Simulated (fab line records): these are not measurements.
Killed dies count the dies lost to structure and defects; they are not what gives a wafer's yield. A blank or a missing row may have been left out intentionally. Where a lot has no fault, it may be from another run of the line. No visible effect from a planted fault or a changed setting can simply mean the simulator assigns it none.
2 desks, one fault + flow berkeleyCmos170 + each desk holds nothing but its own numbers, with what lay behind them at the end

## METROLOGY DESK
What the gauges read, lot by lot, whatever tool the lot ran on: means of the sampled wafers that have a number. If a lot's mean is further than 4 standard deviations from the usual mean, the lot is out of limits and carries the mark OUT (the distance appears in the brackets).
Columns: A = SPACER_TEOS_THK at UCB170_SPACER_THK_MEAS_01, usual 377 nm
| lot  | first seen here | A              |
|------|-----------------|----------------|
| L306 | day 7 02:50     | 383            |
| L305 | day 7 03:20     | 377            |
| L304 | day 7 03:28     | 381            |
| L308 | day 7 10:45     | 375            |
| L307 | day 7 10:46     | 375            |
| L310 | day 7 17:40     | 377            |
| L311 | day 7 19:24     | 376            |
| L317 | day 9 18:40     | 422 (+9.8) OUT |
| L320 | day 10 05:43    | 420 (+9.3) OUT |
| L321 | day 10 05:52    | 377            |
| L322 | day 10 06:14    | 369            |
| L324 | day 10 20:28    | 373            |
| L325 | day 11 07:05    | 380            |
| L326 | day 11 10:13    | 374            |
Finding of this desk: L317, L320 out of limits, first seen on L317 at day 9 18:40 (SPACER_TEOS_THK at UCB170_SPACER_THK_MEAS_01). In limits: L306, L305, L304, L308, L307, L310, L311, L321, L322, L324, L325, L326.

## THE TOOL OWNER'S DESK: pecvd-01
The tool's own readings at UCB170_SPACER_CVD_00 (deposits SiO2 from TEOS/O2, target thk 376 nm, time 47 s): means of the sampled wafers that have a number, for each lot that ran on this tool. If a lot's mean is further than 4 standard deviations from the usual mean, the lot is out of limits and carries the mark OUT (the distance appears in the brackets).
Columns: A = heaterPowerW at UCB170_SPACER_CVD_00, usual 269 W
| lot  | first seen here | A   |
|------|-----------------|-----|
| L306 | day 7 02:46     | 282 |
| L304 | day 7 03:24     | 288 |
| L308 | day 7 10:42     | 346 |
| L311 | day 7 19:22     | 300 |
| L317 | day 9 18:37     | 299 |
| L320 | day 10 05:38    | 290 |
This desk found nothing out of limits on any of the 6 lots.

## TAKEN TOGETHER
L317, L320 would have let the metrology desk raise an alarm at day 9 18:40.
The desk of the tool owner found nothing out of limits.
The tool owner's desk has L317, L320 on record, within its limits.
All the named lots went through UCB170_SPACER_CVD_00 on pecvd-01.

## WHAT THE SIMULATOR PUT IN
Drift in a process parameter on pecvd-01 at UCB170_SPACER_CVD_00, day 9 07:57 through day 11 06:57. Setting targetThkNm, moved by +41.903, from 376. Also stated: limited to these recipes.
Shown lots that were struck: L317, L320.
Time in hours between the start of the fault and the first out-of-limits reading at each desk: metrology desk, 11.
